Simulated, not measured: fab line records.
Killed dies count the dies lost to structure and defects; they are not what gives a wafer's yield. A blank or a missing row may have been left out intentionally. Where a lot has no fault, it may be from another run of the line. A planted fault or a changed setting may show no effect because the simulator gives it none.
One fault through the eyes of 2 desks -- flow ritCmos -- numbers are kept per desk, each desk with only its own; the story behind them comes last

== METROLOGY DESK ==
What the gauges read, lot by lot, whatever tool the lot ran on: means of the sampled wafers that have a number. The brackets show how far a lot's mean lies from the usual mean; more than 4 standard deviations puts the lot out of limits, marked OUT.
Columns: A = NSD_TW at RIT_NSD_TW_MEAS_10, usual 3132; B = NSD_RS at RIT_SDANNEAL_RS_MEAS_05, usual 83.06 ohm/sq
lot,first seen here,A,B
L354,day 3 02:18,3102,82.99
L355,day 3 08:44,3098,82.85
L357,day 3 20:51,3123,82.78
L358,day 4 01:32,3124,82.87
L359,day 4 05:25,3114,83.00
L360,day 4 11:55,3129,83.25
L361,day 4 15:35,3135,83.27
L362,day 4 21:23,3097,84.24 (+5.3) OUT
L363,day 5 02:20,3126,82.82
L365,day 5 09:40,3116,83.32
L368,day 6 02:17,3013 (-4.4) OUT,84.54 (+6.7) OUT
L375,day 7 11:20,3173,83.11
L376,day 7 19:30,3110,83.44
L377,day 7 21:10,3157,82.76
This desk reports L362, L368 out of limits; the earliest was L362 at day 4 23:32 (NSD_RS at RIT_SDANNEAL_RS_MEAS_05). In limits: L354, L355, L357, L358, L359, L360, L361, L363, L365, L375, L376, L377.

== DESK OF THE TOOL OWNER: implanter-01 ==
The tool's own readings at RIT_NSD_IMPLANT_08: means of the sampled wafers that have a number, for each lot that ran on this tool. The brackets show how far a lot's mean lies from the usual mean; more than 4 standard deviations puts the lot out of limits, marked OUT.
Columns: A = beamEnergyKeV at RIT_NSD_IMPLANT_08, usual 25.000
lot,first seen here,A
L354,day 3 01:59,24.995
L359,day 4 05:05,24.998
L360,day 4 11:35,24.998
L361,day 4 15:15,25.004
L362,day 4 21:04,22.365 (-99 or more) OUT
L368,day 6 01:59,22.351 (-99 or more) OUT
This desk finds L362, L368 out of limits, L362 being first, at day 4 21:04 (beamEnergyKeV at RIT_NSD_IMPLANT_08). In limits: L354, L359, L360, L361.

== PUT TOGETHER ==
At day 4 21:04, on L362, L368, the tool owner's desk was in a position to raise an alarm.
The metrology desk could have raised an alarm at day 4 23:32, on L362, L368.
Of the lots named, all ran RIT_NSD_IMPLANT_08 on implanter-01.

== WHAT THE SIMULATOR PUT IN ==
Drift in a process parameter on implanter-01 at RIT_NSD_IMPLANT_08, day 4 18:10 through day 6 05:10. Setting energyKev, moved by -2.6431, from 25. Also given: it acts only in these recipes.
Shown lots that were struck: L362, L368.
Delay (hours) between the fault's onset and each desk's first out-of-limits reading: 3 at the tool owner's desk, 5 at the metrology desk.
